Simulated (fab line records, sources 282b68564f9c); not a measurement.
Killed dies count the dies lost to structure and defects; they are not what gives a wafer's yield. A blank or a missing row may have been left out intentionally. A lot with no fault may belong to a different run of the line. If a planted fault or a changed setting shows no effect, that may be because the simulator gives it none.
2 desks looking at one fault | flow rit-cmos | each desk holds nothing but its own numbers, with what lay behind them at the end

AT THE TOOL OWNER'S DESK: pvd-sputter-03
The tool's own readings at RIT_M1_SPUTTER_00 (material Al, target thk 400 nm, time 500 s): means of the sampled wafers that have a number, for each lot that ran on this tool. Marked OUT: a lot whose mean sits more than 4 standard deviations from the usual mean, which makes it out of limits; the brackets give that distance.
Columns: A = throttle-valve-pct at RIT_M1_SPUTTER_00, usual 30.0 %
lot  | first seen here | A
L492 | day 3 06:25     | 30.3
L494 | day 3 18:29     | 30.2
L497 | day 4 07:41     | 30.2
L499 | day 4 19:01     | 29.4
Finding of this desk: none of the 4 lots has anything out of limits.

FROM THE METROLOGY DESK
Means of the sampled wafers that have a number, per lot and without regard to the tool the lot ran on: this is what the gauges read. Marked OUT: a lot whose mean sits more than 4 standard deviations from the usual mean, which makes it out of limits; the brackets give that distance.
Columns: A = NSD_TW at RIT_NSD_TW_MEAS_10, usual 3082; B = CONTACT_TEOS_THK at RIT_CONTACT_THK_MEAS_01, usual 401 nm; C = M1_AL_RS at RIT_M1_RS_MEAS_01, usual 0.0737 ohm/sq; D = M1_AL_THK at RIT_M1_THK_MEAS_02, usual 406 nm; E = cd-nm at RIT_M1_CD_MEAS_90, usual 2600.6 nm
lot  | first seen here | A    | B   | C                 | D   | E
L492 | day 3 01:10     | 3049 | 402 | 0.0742            | 402 | 2603.1
L493 | day 3 07:00     | 3108 | 399 | 0.0742            | 403 | 2598.9
L494 | day 3 13:05     | 3111 | 410 | 0.0739            | 406 | 2598.1
L497 | day 4 02:23     | 3076 | 403 | 0.0708 (-4.0) OUT | 421 | 2603.4
L498 | day 4 07:35     | 3093 | 410 | 0.0732            | 407 | 2602.6
L499 | day 4 13:38     | 3085 | 405 | 0.0718            | 415 | 2601.4
L500 | day 4 17:29     | 3090 | 401 | 0.0737            | 408 | 2599.3
L502 | day 5 02:32     | 3057 | 397 | 0.0732            | 408 | 2597.5
L504 | day 5 12:49     | 3057 | 398 | 0.0731            | 413 | 2602.4
L506 | day 6 00:31     | 3095 | 397 | 0.0734            | 405 | 2601.3
L508 | day 6 09:47     | 3064 | 401 | 0.0729            | 418 | 2601.4
L512 | day 7 05:32     | 3073 | 401 | 0.0741            | 402 | 2597.0
L513 | day 7 10:37     | 3111 | 402 | 0.0729            | 409 | 2599.9
L515 | day 7 21:40     | 3068 | 401 | 0.0731            | 408 | 2601.7
This desk finds L497 out of limits, with the earliest case on L497 at day 4 08:00 (M1_AL_RS at RIT_M1_RS_MEAS_01). L492, L493, L494, L498, L499, L500, L502, L504, L506, L508, L512, L513, L515 stayed within limits.

PUT TOGETHER
An alarm was possible from the metrology desk at day 4 08:00, on L497.
The tool owner's desk saw nothing out of limits.
On record at the tool owner's desk: L497, within its limits.
Of the lots named, all ran RIT_M1_SPUTTER_00 on pvd-sputter-03.

WHAT THE SIMULATOR HAD INSERTED
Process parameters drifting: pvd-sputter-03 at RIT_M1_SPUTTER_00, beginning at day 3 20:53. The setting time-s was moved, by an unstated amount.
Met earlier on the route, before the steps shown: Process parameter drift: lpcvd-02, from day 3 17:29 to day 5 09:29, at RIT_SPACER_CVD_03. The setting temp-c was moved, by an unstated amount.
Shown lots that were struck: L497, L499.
Delay in hours, fault start to first out-of-limits reading, per desk: metrology desk 11.
